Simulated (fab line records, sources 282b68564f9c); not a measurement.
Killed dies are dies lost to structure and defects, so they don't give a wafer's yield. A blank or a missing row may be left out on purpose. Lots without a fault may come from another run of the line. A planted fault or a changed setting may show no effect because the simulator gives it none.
Problem report in the 8D (eight disciplines) form, filled by code | flow rit_cmos | the parts of the form that need people (team, actions taken, sign-off) are left out

1. THE PROBLEM
developer_temp_C at RIT_NRETRO_DEVELOP_05 reads a mean of 25.30 C on 6 wafers of 2 lots; wafers without a fault read 22.99 C with a standard deviation of 0.11. That is +21 standard deviations from the usual mean.
The step: develop time 68 s.
First seen on wafer L564.2, day 6 21:00, on litho_track-04. The record holds 42 wafers of 14 lots with a number at this step. Rule for "out", or "out of limits": more than 4 standard deviations from the usual mean. The other wafers with a number count as sound.

2. WHAT IT IS AND WHAT IT IS NOT
question                    | is                     | is not
which readings at this step | developer_temp_C       | -
which lots                  | L564, L565             | L542, L543, L544, L545, L546, L547, L548, L549, L550, L551, L552, L553
which wafers of those lots  | all that have a number | -
read on which tools         | litho_track-04         | litho_track-01, litho_track-02
when                        | from day 6 21:00       | up to then (36 sound wafers)

3. SUSPECTS, AND WHAT RULES EACH OUT
Counting: a tool at a process step up to the reading stays a suspect if it ran every lot that is out and no sound lot after the first of them.
- litho_track-04 at RIT_NRETRO_DEVELOP_05 (develop time 68 s): kept. It ran every lot that is out, first L564 (day 6 21:00), and no sound lot after that; its last sound lot up to then is L553 (day 4 23:00). Its own readings are out on those wafers: developer_temp_C.
Left after counting: litho_track-04 at RIT_NRETRO_DEVELOP_05.

4. THE CAUSE (what the simulator had put in)
Process parameter drift: litho_track-04, from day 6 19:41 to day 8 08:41, at RIT_NRETRO_DEVELOP_05. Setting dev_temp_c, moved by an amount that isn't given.
Counting left only this tool.

5. THE CHAIN OF EFFECTS, in route order
Each row: a reading whose mean over the struck wafers that have a number lies more than 3 standard deviations from the usual. Only readings for which the record gives a usual standard deviation are gone through. hours: the time from each lot's start at the first step in this table that gives one to its start at this step, as a median over the lots. sigmas: the change in usual standard deviations.
hours | step                  | reading          | usual   | on struck wafers | change | sigmas
0     | RIT_NRETRO_DEVELOP_05 | developer_temp_C | 22.99 C | 25.30            | +2.31  | +21
The process steps in it:
- RIT_NRETRO_DEVELOP_05: develop time 68 s.

6. WHAT WOULD HAVE CAUGHT IT SOONER
In this record the first reading out of limits was taken at day 6 21:00, 1 hour after the fault began at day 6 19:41.
